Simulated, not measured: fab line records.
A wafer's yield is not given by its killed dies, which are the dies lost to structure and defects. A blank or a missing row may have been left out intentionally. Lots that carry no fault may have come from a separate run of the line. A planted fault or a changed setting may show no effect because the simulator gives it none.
Struck lot and sound lot, side by side -- flow ritCmos -- 15 out of 202 route steps
Sound: these wafers, L775.1, L775.2, L775.6. Wafers struck: L778.2, L778.5, L778.6. The cause comes at the end.
Order at every step that has rows: each side's tool, ch and its chambers, its first start. Under that, the readings that differ: sound wafers -- struck wafers -- difference of the means -- sigmas: that difference in standard deviations of wafers without a fault.
alike: readings with means less than 2 such deviations apart, plus words and numbers identical on both sides. not compared: withheld readings, readings lacking a value on some wafer, bounds such as >300 that could conceal the same value, and numbers that have no deviation in the record and whose values overlap.
A row with sigmas, a row that says differs or no value, or rows on one side alone: a step with any of these is where the two part. Numbers that have no deviation but don't overlap get no sigmas and don't part them. A reading that every wafer of one side lacks parts them only if that side has two wafers or more.

RIT_ACTIVE_BOW_MEAS_00:
  sound on filmMetro-04, day 4 13:00; struck on filmMetro-02, day 5 04:01
  alike: INCOMING_BOW
then, 1 step without rows for these wafers: RIT_ACTIVE_OXIDATION_01 (target thk 46.8 nm, ox time 3360 s).
RIT_ACTIVE_THK_MEAS_02:
  sound on filmMetro-02, day 4 16:22; struck on filmMetro-03, day 5 07:59
  alike: ACTIVE_OXIDE_THK
then, 1 step without rows for these wafers: RIT_ACTIVE_CVD_03 (deposits Si3N4 from SiH2Cl2/NH3, target thk 150 nm, time 1500 s).
RIT_ACTIVE_THK_MEAS_04:
  sound on filmMetro-04, day 4 17:50; struck on filmMetro-04, day 5 09:28
  alike: ACTIVE_NITRIDE_THK
then, 1 step without rows for these wafers: RIT_ACTIVE_HMDS_05 (prime time 60 s).
RIT_ACTIVE_COAT_06: resist thk 1000 nm.
  sound on lithoTrack-03 ch 0, day 4 18:02; struck on lithoTrack-01 ch 0, day 5 09:41
reading,sound,struck,difference,sigmas
spinSpeedRpm (rpm),3252.5 3252.0 3251.3,4354.6 4355.7 4356.0,+1103.5,+99 or more
model.NOVOLAK_of_ACTIVE_COAT_06.thkNm (nm),998.1 1000 998.4,865.6 866.7 865.8,-132.8,
  alike: dispensePressureKPa
then, 4 steps without rows for these wafers: RIT_ACTIVE_SOFTBAKE_07 (time 60 s); RIT_ACTIVE_EXPOSE_08 (exposes mask M1, target cd 1400 nm); RIT_ACTIVE_PEB_09; RIT_ACTIVE_DEVELOP_10 (develop time 50 s).
RIT_ACTIVE_CD_MEAS_11 targets a cd of 1400 nm.
  sound on cdSem-02, day 4 18:44; struck on cdSem-01, day 5 10:48
reading,sound,struck,difference,sigmas
cdNm (nm),1402.1 1398.7 1396.7,1386.8 1385.9 1387.6,-12.4,-6
  not compared: hold
RIT_ACTIVE_ETCH_13: etches Si3N4 in SF6, stops on SiO2, time 210 s, target depth 210 nm.
  sound on rieDiel-02 ch 0,2, day 4 19:01; struck on rieDiel-03 ch 1,2,3, day 5 14:08
reading,sound,struck,difference,sigmas
model.NOVOLAK_of_ACTIVE_COAT_06.thkNm (nm),649.6 657.6 657.6,540 541.2 541.1,-114,
  alike: drypumpMotorCurrentA, oesProductAu, throttleValvePct
  not compared: rfHoursCounterH, model.ACTIVE.cdNm
RIT_ACTIVE_STRIP_14: strips in O2, time 180 s.
  sound on plasmaAsher-03 ch 0,1, day 4 19:09; struck on plasmaAsher-03 ch 0,1, day 5 21:50
  alike: drypumpMotorCurrentA
  not compared: rfHoursCounterH
-- the record jumps here: 2 days lie between the struck wafers' starts before and after (it left off in module ACTIVE and takes up again in module M1, whose first step shown is number 202 of the route) --
RIT_M1_PROBE_99:
  sound on prober-01, day 6 17:34; struck on prober-02, day 8 01:44
  alike: killed_at_M0_to_M3, killedAtFrontEnd, killedDies, killedOpen, killedShort

## WHERE THEY PART
Last at RIT_ACTIVE_CD_MEAS_11 as far as this record goes, first at RIT_ACTIVE_COAT_06. Later steps at which nothing parts them and some readings are alike: RIT_ACTIVE_ETCH_13, RIT_ACTIVE_STRIP_14, RIT_M1_PROBE_99.

WHY: whatever the simulator had introduced
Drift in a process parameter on lithoTrack-01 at RIT_ACTIVE_COAT_06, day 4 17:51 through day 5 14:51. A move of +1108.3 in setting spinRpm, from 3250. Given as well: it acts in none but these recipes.
